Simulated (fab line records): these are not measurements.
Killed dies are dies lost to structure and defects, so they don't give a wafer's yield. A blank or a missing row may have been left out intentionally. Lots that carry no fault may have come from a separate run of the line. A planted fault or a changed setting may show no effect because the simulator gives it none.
A lot that was struck, set against a sound lot :: flow rit_cmos :: 23 steps out of a route of 202
Sound: wafers L719.1, L719.2, L719.6. Wafers struck: L725.1, L725.2, L725.6. The cause comes at the end.
At each step with rows: each side's tool, then ch and its chambers, then its first start. Under that, the readings that differ: sound wafers :: struck wafers :: difference of the means :: sigmas: that difference in standard deviations of wafers without a fault.
alike: words and numbers the same on both sides, and readings whose means are apart by under 2 such deviations; not compared: readings that were withheld, readings missing a value for some wafer, numbers with overlapping values and no deviation given by the record, and bounds like >300 which may hide the same value.
Wherever a step has rows on one side only, a row that says differs or no value, or a row with sigmas, the two part there. Numbers that don't overlap but have no deviation are shown without sigmas and don't part them. A reading missing from all wafers of one side parts the sides only when that side holds two or more wafers.

RIT_CONTACT_CD_MEAS_08: target cd 1000 nm.
  sound on cd_sem-02 at day 6 22:43; struck on cd_sem-02 at day 8 04:38
reading: cd_nm (nm)
sound: 994.8 994.4 994.0
struck: 1002.3 1002.9 1002.6
difference: +8.2
sigmas: +3
RIT_CONTACT_OVL_MEAS_09:
  sound on overlay-02 at day 6 22:50; struck on overlay-02 at day 8 04:45
  alike: CONTACT_OVL
then, 1 step without rows for these wafers: RIT_CONTACT_HARDBAKE_10 (time 60 s).
RIT_CONTACT_ETCH_11: etches SiO2 in CHF3/CF4/Ar, stops on TiSi2, target depth 480 nm, time 320 s.
  sound on rie_diel-02 ch 0,1,3, day 6 23:02; struck on rie_diel-02 ch 0,3, day 8 04:56
  alike: cf4_flow_sccm, drypump_motor_current_A, oes_product_au, rf_fwd_power_W, throttle_valve_pct
  not compared: rf_hours_counter_h
RIT_CONTACT_STRIP_12: strips in O2, time 180 s.
  sound on plasma_asher-02 ch 0,1, day 6 23:13; struck on plasma_asher-02 ch 0,1, day 8 05:08
  alike: drypump_motor_current_A
  not compared: rf_hours_counter_h
RIT_CONTACT_CD_MEAS_90: target cd 1000 nm.
  sound on cd_sem-02 at day 6 23:23; struck on cd_sem-01 at day 8 05:18
reading: cd_nm (nm)
sound: 994.2 994.1 993.8
struck: 1001.9 1002.9 1002.4
difference: +8.4
sigmas: +3
then, 2 steps without rows for these wafers: RIT_CONTACT_CLEAN_13 (cleans in SC1, time 600 s); RIT_CONTACT_CLEAN_14 (cleans in SC2, time 600 s).
RIT_M1_SPUTTER_00: material Al, target thk 400 nm, time 500 s.
  sound on pvd_sputter-03 at day 6 23:53; struck on pvd_sputter-03 at day 8 05:46
  alike: throttle_valve_pct
RIT_M1_RS_MEAS_01: the measuring method here is four-point-probe.
  sound on film_metro-01 at day 7 00:10; struck on film_metro-04 at day 8 06:04
reading: M1_AL_RS (ohm/sq)
sound: 0.0727 0.0721 0.0727
struck: 0.0738 0.0737 0.0744
difference: +0.0015
sigmas: +2
RIT_M1_THK_MEAS_02: measures by xrf.
  sound on film_metro-01 at day 7 00:17; struck on film_metro-04 at day 8 06:11
  alike: M1_AL_THK
then, 1 step without rows for these wafers: RIT_M1_HMDS_03 (prime time 60 s).
RIT_M1_COAT_04: resist thk 1300 nm.
  sound on litho_track-04 ch 0, day 7 00:35; struck on litho_track-01 ch 0, day 8 06:24
reading: model.NOVOLAK_of_M1_COAT_04.thk_nm (nm)
sound: 1300 1301 1296
struck: 1222 1220 1221
difference: -78
sigmas: 
then, 4 steps without rows for these wafers: RIT_M1_SOFTBAKE_05 (time 60 s); RIT_M1_EXPOSE_06 (exposes mask M12, target cd 2600 nm); RIT_M1_PEB_07; RIT_M1_DEVELOP_08 (develop time 68 s).
RIT_M1_CD_MEAS_09: target cd 2600 nm.
  sound on cd_sem-01 at day 7 01:19; struck on cd_sem-02 at day 8 07:08
  alike: cd_nm
RIT_M1_OVL_MEAS_10:
  sound on overlay-02 at day 7 01:26; struck on overlay-02 at day 8 07:15
  alike: M1_OVL
then, 1 step without rows for these wafers: RIT_M1_HARDBAKE_11 (time 120 s).
RIT_M1_METAL_ETCH_12: etches Al in Cl2/BCl3, stops on SiO2, time 165 s, target depth 600 nm.
  sound on rie_metal-01 ch 0,1, day 7 01:43; struck on rie_metal-01 ch 0,1, day 8 07:32
reading: model.NOVOLAK_of_M1_COAT_04.thk_nm (nm)
sound: 812.8 802.6 799.5
struck: 743.2 731.2 745.2
difference: -65.1
sigmas: 
  alike: drypump_motor_current_A, mfc_cl2_sccm, oes_product_au, rf_fwd_power_W, throttle_valve_pct
  not compared: rf_hours_counter_h
then, 1 step without rows for these wafers: RIT_M1_STRIP_13 (strips in nmp, time 600 s).
RIT_M1_PROBE_99:
  sound on prober-02 at day 7 05:00; struck on prober-02 at day 8 11:01
  alike: defect_limited_yield, killed_at_contacts, killed_at_front_end, killed_dies, killed_on_rim, killed_open, killed_short, sort_bin_3_pad_short, sort_bin_5_function, sort_bin_6_memory, sort_n_pass, sort_yield_pct

WHERE THEY PART
At RIT_CONTACT_CD_MEAS_08 first; at RIT_M1_RS_MEAS_01 last (within this record only). Later steps at which nothing parts them and some readings are alike: RIT_M1_THK_MEAS_02, RIT_M1_CD_MEAS_09, RIT_M1_OVL_MEAS_10, RIT_M1_METAL_ETCH_12, RIT_M1_PROBE_99.

WHY: what the simulator had put in
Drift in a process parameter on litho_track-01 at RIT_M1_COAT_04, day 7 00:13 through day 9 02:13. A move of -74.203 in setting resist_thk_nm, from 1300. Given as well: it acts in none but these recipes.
